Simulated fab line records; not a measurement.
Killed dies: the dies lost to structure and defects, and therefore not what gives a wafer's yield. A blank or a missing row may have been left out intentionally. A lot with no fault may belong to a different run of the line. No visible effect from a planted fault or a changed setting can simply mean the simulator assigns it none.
Which of the tools did it? + flow rit-cmos + 6 lots, 18 wafers sampled, at 2 steps of a route of 202

== WHAT EACH GAUGE READ, for each wafer ==
RIT_NLDD_OVL_MEAS_06.
| lot  | measured    | on         | NLDD_OVL (nm)  |
|------|-------------|------------|----------------|
| L992 | day 3 00:04 | overlay-01 | -3.5 -3.3 -3.9 |
| L994 | day 3 10:43 | overlay-01 | -3.5 -1.9 -1.7 |
| L997 | day 4 00:50 | overlay-01 | 7.1 6.2 7.3    |
| L101 | day 4 23:31 | overlay-02 | -0.4 0.0 -1.0  |
| L104 | day 5 12:47 | overlay-01 | 4.4 5.4 4.3    |
| L111 | day 7 01:47 | overlay-01 | -3.3 -2.2 -2.6 |

== TOOL THAT RAN EACH LOT (tool first, then ch and the chambers of the sampled wafers, then the start) ==
| lot  | RIT_NLDD_EXPOSE_03                 |
|------|------------------------------------|
| L992 | iline-stepper-02 ch 0, day 2 23:40 |
| L994 | iline-stepper-02 ch 0, day 3 10:17 |
| L997 | iline-stepper-01 ch 0, day 4 00:26 |
| L101 | iline-stepper-02 ch 0, day 4 23:08 |
| L104 | iline-stepper-01 ch 0, day 5 12:26 |
| L111 | iline-stepper-02 ch 0, day 7 01:23 |
- RIT_NLDD_EXPOSE_03: exposes mask M7, target cd 40700 nm.

== THE ANSWER, worked out from the rows above alone ==
Rule: the usual values come from the lots themselves. The widest of any qualifying gaps counts: lots, ordered by their means at a reading, are off when they make up no more than a third of the lots, leave a main group of 4 or more, and stand apart from it by 3 or more times the standard deviation of that group's means. If all means in a main group match to the digits the tables above print for the reading, that group is not used. Also off: a lot with no number at a reading for which 4 or more lots have one. Where the step has rows for the other lots, those lots are counted as sound.
Off: L997, L104, at RIT_NLDD_OVL_MEAS_06 (NLDD_OVL). Mean -2.3 nm and standard deviation 1.1 in the main group.
A tool fits if, at a process step before that reading, it ran every lot that is off, and no sound lot after the first of them. Gauges at RIT_NLDD_OVL_MEAS_06: tried the same way as those tools. One candidate fits, namely iline-stepper-01 at RIT_NLDD_EXPOSE_03. It ran no sound lot before its first lot that is off in this sample, so the start can't be narrowed down.

== WHAT THE SIMULATOR HAD PUT IN ==
Scanner matching overlay: iline-stepper-01, from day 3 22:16 on, at RIT_NLDD_EXPOSE_03. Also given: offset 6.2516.
Struck lots among those shown: L997, L104. The rule given above showed the same thing.
